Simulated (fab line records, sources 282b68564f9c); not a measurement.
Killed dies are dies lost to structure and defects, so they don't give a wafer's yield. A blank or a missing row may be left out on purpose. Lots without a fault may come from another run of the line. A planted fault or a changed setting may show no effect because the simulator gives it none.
Split-lot experiment | flow rit_cmos | 5 lots, 23 wafers read, on a route of 202 steps

THE SPLIT
At RIT_PSD_COAT_01 (resist thk 1000 nm), the setting spin_rpm was moved away from the recipe's 3250 rpm on 7 of the 23 wafers read, by -6.2% to +6.1%. The other wafers ran this setting at the recipe's value.

FROM THE SPLIT TO THE READING: what the file shows between them, 3 steps
- RIT_PSD_SOFTBAKE_02: time 60 s
- RIT_PSD_EXPOSE_03: exposes mask M10, target cd 40900 nm
- RIT_PSD_DEVELOP_05: develop time 50 s

THE READING
NOVOLAK_of_PSD_COAT_01.thk_nm (the simulator's own value, which no gauge read), in nm, at RIT_PSD_HARDBAKE_07 (time 60 s). The file gives no usual value for it. The 16 wafers here that ran the recipe average 885.2 nm, standard deviation 2.3 nm.

wafer  | tool, chamber at the split | spin_rpm as run, rpm | against the recipe | NOVOLAK_of_PSD_COAT_01.thk_nm, nm | against lot-mates on the recipe
L074.1 | litho_track-02, 0          | 3250                 | recipe             | 883.8                             | -
L074.3 | litho_track-02, 0          | 3250                 | recipe             | 883.3                             | -
L074.5 | litho_track-02, 0          | 3250                 | recipe             | 885.3                             | -
L079.1 | litho_track-04, 0          | 3250                 | recipe             | 885.9                             | -
L079.2 | litho_track-04, 0          | 3047                 | -6.2%              | 911.4                             | +26.0
L079.3 | litho_track-04, 0          | 3047                 | -6.2%              | 912.4                             | +27.0
L079.5 | litho_track-04, 0          | 3047                 | -6.2%              | 910.6                             | +25.2
L079.6 | litho_track-04, 0          | 3250                 | recipe             | 884.9                             | -
L080.2 | litho_track-04, 0          | 3250                 | recipe             | 884.2                             | -
L080.4 | litho_track-04, 0          | 3250                 | recipe             | 884.2                             | -
L080.3 | litho_track-04, 0          | 3250                 | recipe             | 886                               | -
L080.5 | litho_track-04, 0          | 3250                 | recipe             | 882.7                             | -
L080.6 | litho_track-04, 0          | 3250                 | recipe             | 883.8                             | -
L082.2 | litho_track-04, 0          | 3250                 | recipe             | 891.6                             | -
L082.3 | litho_track-04, 0          | 3250                 | recipe             | 885.7                             | -
L082.4 | litho_track-04, 0          | 3156                 | -2.9%              | 899.7                             | +10.6
L082.5 | litho_track-04, 0          | 3250                 | recipe             | 890                               | -
L082.6 | litho_track-04, 0          | 3156                 | -2.9%              | 901.7                             | +12.6
L085.1 | litho_track-02, 0          | 3250                 | recipe             | 883.4                             | -
L085.2 | litho_track-02, 0          | 3250                 | recipe             | 883.6                             | -
L085.4 | litho_track-02, 0          | 3448                 | +6.1%              | 857.4                             | -26.3
L085.5 | litho_track-02, 0          | 3448                 | +6.1%              | 856.9                             | -26.8
L085.6 | litho_track-02, 0          | 3250                 | recipe             | 884.1                             | -

THE FIT
A straight line over all 23 wafers: NOVOLAK_of_PSD_COAT_01.thk_nm changes by -4.45 nm for each +1% of spin_rpm; r = -0.99; the points scatter about the line by 2.3 nm.
The same after taking each lot's own level away (the mean of its wafers on the recipe; 23 wafers): -4.24 nm for each +1%; r = -1.00; scatter 1.2 nm.
On that fit, the largest move of spin_rpm shifts the reading by 26 nm.
The lots' own levels span 883.70 to 889.10 nm, that is 2.3 times the standard deviation above.
So the lot-to-lot level changes the slope little: the two slopes agree.
Check: with one of the wafers moved furthest among these (-6.2%) left out of the fit, the line predicts +26.4 nm for it against its lot-mates. It came out at +26 nm against them.

OTHER SPLITS ON THESE WAFERS
These wafers also went through other splits before the reading. Each is held against what the fit with the lots' levels taken away leaves over:
other split on the same wafers     | wafers away from the commonest value | r with NOVOLAK_of_PSD_COAT_01.thk_nm (lot level and that fit taken away)
RIT_ACTIVE_OXIDATION_01 ox_time_s  | 10                                   | +0.04
RIT_ACTIVE_EXPOSE_08 dose_mj       | 9                                    | -0.45
RIT_NWELL_IMPLANT_08 energy_kev    | 10                                   | +0.29
RIT_PRETRO_COAT_01 resist_thk_nm   | 10                                   | +0.09
RIT_GATE_OXIDATION_05 temp_c       | 15                                   | +0.01
RIT_GATE_DEVELOP_15 develop_time_s | 7                                    | -0.14
RIT_SPACER_CVD_03 time_s           | 15                                   | -0.04
RIT_NSD_HARDBAKE_07 temp_c         | 7                                    | -0.09

THE WHOLE CHAIN: every reading that the file lists as answering this split, in the file's order
step                | what it does       | reading                                                                        | change (the file's fit)              | r (the file's)
RIT_PSD_COAT_01     | resist thk 1000 nm | NOVOLAK_of_PSD_COAT_01.thk_nm (the simulator's own value, which no gauge read) | -4.85 nm for each +1% of the setting | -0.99
RIT_PSD_HARDBAKE_07 | time 60 s          | NOVOLAK_of_PSD_COAT_01.thk_nm (the simulator's own value, which no gauge read) | -4.24 nm for each +1% of the setting | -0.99

THE FILE'S OWN FIT
NOVOLAK_of_PSD_COAT_01.thk_nm changes by -4.24 nm for each +1% of spin_rpm, r = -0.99.
